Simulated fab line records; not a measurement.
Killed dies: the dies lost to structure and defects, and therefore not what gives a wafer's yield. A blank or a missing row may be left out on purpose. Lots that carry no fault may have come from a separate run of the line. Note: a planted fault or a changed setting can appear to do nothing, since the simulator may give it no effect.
Chamber matching | flow berkeley cmos170 | 4 sister chambers for UCB170_ACTIVE_ETCH_15 on rie diel-02
The step etches Si3N4 in CH3F/Ar/O2, stops on SiO2, target depth 242 nm, time 151 s. 8 wafers are shown with their chamber, then 7 later ones without.

== WAFERS WITH THEIR CHAMBER ==
wafer  | chamber | drypump motor current A (A) | throttle valve pct (%)
L480.6 | 2       | 6.3                         | 8.20
L487.4 | 3       | 5.1                         | 7.97
L487.6 | 1       | 5.3                         | 8.14
L490.4 | 0       | 5.4                         | 8.15
L490.5 | 0       | 5.4                         | 8.17
L490.6 | 3       | 5.2                         | 7.96
L492.3 | 2       | 6.3                         | 8.20
L492.5 | 1       | 5.3                         | 8.13

== WAFERS WHOSE CHAMBER IS MISSING ==
wafer  | drypump motor current A (A) | throttle valve pct (%)
L492.6 | 6.3                         | 8.20
L493.2 | 5.2                         | 7.96
L493.5 | 5.2                         | 7.96
L493.6 | 6.3                         | 8.20
L500.1 | 5.5                         | 8.18
L500.2 | 5.3                         | 8.14
L500.6 | 6.3                         | 8.21

== WHICH CHAMBER EACH ONE RAN IN ==
wafer  | from the rows above | in truth
L492.6 | 2                   | 2
L493.2 | 3                   | 3
L493.5 | 3                   | 3
L493.6 | 2                   | 2
L500.1 | 0                   | 0
L500.2 | 1                   | 1
L500.6 | 2                   | 2
Placed correctly: 7 of 7. Left unplaced by these rows: 0. 0 placed wrongly.
How it was worked out, from the rows above alone: a wafer's distance from a chamber is the root of the sum, over the readings, of the square of ((its reading less the chamber's mean) divided by the reading's scatter). The wafer belongs to the nearest chamber; if the next one is less than 2 further off, it can't be placed. Each chamber's mean is taken over the wafers shown for it. The scatter: the root of (the sum of the squares of (reading less its chamber's mean) over the shown wafers, divided by (wafers less chambers)).
